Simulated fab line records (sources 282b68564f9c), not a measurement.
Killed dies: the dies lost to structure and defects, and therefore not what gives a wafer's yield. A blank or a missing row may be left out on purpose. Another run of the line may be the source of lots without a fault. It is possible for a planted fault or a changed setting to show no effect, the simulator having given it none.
Which tool did it? | flow rit-cmos | 15 lots, 45 wafers sampled, at 2 steps of a route of 202

WHAT EACH GAUGE READ, for each wafer
RIT_GATE_CD_MEAS_90: the cd target is 150 nm. Usual: cd-nm at 149.9 nm, with a standard deviation of 2.1.
lot  | measured    | on        | cd-nm (nm)        | flag
L532 | day 2 19:32 | cd-sem-02 | 150.8 150.4 150.0 |
L533 | day 2 21:36 | cd-sem-01 | 153.2 152.7 153.9 |
L537 | day 3 19:46 | cd-sem-01 | 150.0 152.3 151.9 |
L538 | day 3 23:24 | cd-sem-01 | 150.9 152.6 150.8 |
L539 | day 4 03:36 | cd-sem-01 | 150.9 148.2 150.4 |
L540 | day 4 11:46 | cd-sem-01 | 154.8 150.0 151.1 |
L542 | day 4 20:09 | cd-sem-02 | - - -             | OFF
L543 | day 5 00:19 | cd-sem-01 | - - -             | OFF
L544 | day 5 05:52 | cd-sem-01 | - - -             | OFF
L546 | day 5 14:50 | cd-sem-01 | 149.0 149.6 150.3 |
L548 | day 5 22:35 | cd-sem-01 | 144.5 143.5 145.7 |
L549 | day 6 03:08 | cd-sem-01 | 151.0 152.8 151.3 |
L551 | day 6 13:07 | cd-sem-01 | 145.3 149.5 147.2 |
L553 | day 6 23:14 | cd-sem-02 | 152.0 150.4 151.9 |
L554 | day 7 07:15 | cd-sem-02 | 145.4 147.1 148.1 |

TOOL THAT RAN EACH LOT (tool first, then ch and the chambers of the sampled wafers, then the start)
lot  | RIT_GATE_ETCH_19
L532 | rie-si-02 ch 2,3, day 2 19:07
L533 | rie-si-01 ch 0,2,3, day 2 21:19
L537 | rie-si-01 ch 1,2,3, day 3 19:29
L538 | rie-si-02 ch 0,1, day 3 23:05
L539 | rie-si-01 ch 2,3, day 4 03:17
L540 | rie-si-02 ch 0,1,2, day 4 11:29
L542 | rie-si-02 ch 0,1,3, day 4 19:49
L543 | rie-si-01 ch 0,1,2, day 5 00:01
L544 | rie-si-02 ch 0,1,3, day 5 05:35
L546 | rie-si-02 ch 0,2, day 5 14:32
L548 | rie-si-02 ch 1,2, day 5 22:19
L549 | rie-si-01 ch 0,1,2, day 6 02:50
L551 | rie-si-01 ch 1,2,3, day 6 12:48
L553 | rie-si-01 ch 1,2,3, day 6 22:56
L554 | rie-si-02 ch 0,1, day 7 06:57
- RIT_GATE_ETCH_19: etches poly-Si in SF6/CHF3/O2, stops on SiO2, time 172.7 s, target depth 312.5 nm.

WHAT THE TOOLS THEMSELVES READ (means of the sampled wafers that have a number; where no wafer has one, the mark that the record gives instead)
RIT_GATE_ETCH_19. Usual: CHF3_flow_sccm 30.02 sccm, standard deviation 0.093; O2_flow_sccm 5.002 sccm, standard deviation 0.016; drypump-motor-current-A 5.8 A, standard deviation 0.62; oes-product-au 0.845 a.u., standard deviation 0.011; throttle-valve-pct 10.22 %, standard deviation 0.12.
lot  | tool      | CHF3_flow_sccm (sccm) | O2_flow_sccm (sccm) | drypump-motor-current-A (A) | oes-product-au (a.u.) | throttle-valve-pct (%) | flag
L532 | rie-si-02 | 30.08                 | 5.024               | 6.1                         | 0.840                 | 10.22                  |
L533 | rie-si-01 | 30.02                 | 5.011               | 5.2                         | 0.850                 | 10.21                  |
L537 | rie-si-01 | 29.95                 | 4.985               | 5.8                         | 0.852                 | 10.21                  |
L538 | rie-si-02 | 30.10                 | 4.998               | 5.6                         | 0.844                 | 10.22                  |
L539 | rie-si-01 | 29.93                 | 4.991               | 5.5                         | 0.840                 | 10.20                  |
L540 | rie-si-02 | 30.07                 | 4.999               | 5.9                         | 0.840                 | 10.28                  |
L542 | rie-si-02 | -                     | -                   | -                           | -                     | -                      | OFF
L543 | rie-si-01 | -                     | -                   | -                           | -                     | -                      | OFF
L544 | rie-si-02 | -                     | -                   | -                           | -                     | -                      | OFF
L546 | rie-si-02 | 29.96                 | 4.998               | 6.1                         | 0.826                 | 10.33                  |
L548 | rie-si-02 | 29.95                 | 4.995               | 5.5                         | 0.842                 | 10.12                  |
L549 | rie-si-01 | 29.99                 | 4.997               | 5.7                         | 0.842                 | 10.21                  |
L551 | rie-si-01 | 30.11                 | 4.992               | 5.8                         | 0.845                 | 10.21                  |
L553 | rie-si-01 | 30.02                 | 5.008               | 5.8                         | 0.845                 | 10.21                  |
L554 | rie-si-02 | 29.97                 | 5.008               | 6.0                         | 0.848                 | 10.39                  |

THE ANSWER, worked out from the rows above alone
Rule: a lot is off if the mean of its wafers that have a number lies more than 3 standard deviations from the usual mean. Also off: a lot with no number at a reading for which 4 or more lots have one. Where the step has rows for the other lots, those lots are counted as sound. Order of review: gauges by route order, followed by the tools' own readings, for which a lot's mean as printed above is used. The first step at which some lot is off is used, and at that step the reading that is off furthest; a lot without a number counts as furthest.
Off at RIT_GATE_CD_MEAS_90 (cd-nm): L542, L543, L544. Without a number there: L542, L543, L544.
A tool fits if, at a process step before that reading, it ran every lot that is off, and no sound lot after the first of them. Not tried: the gauges at RIT_GATE_CD_MEAS_90; whatever is off there is also off at RIT_GATE_ETCH_19, on other tools, and gauge error can't account for it. Not one of the candidates tried fits.

WHAT THE SIMULATOR HAD PUT IN
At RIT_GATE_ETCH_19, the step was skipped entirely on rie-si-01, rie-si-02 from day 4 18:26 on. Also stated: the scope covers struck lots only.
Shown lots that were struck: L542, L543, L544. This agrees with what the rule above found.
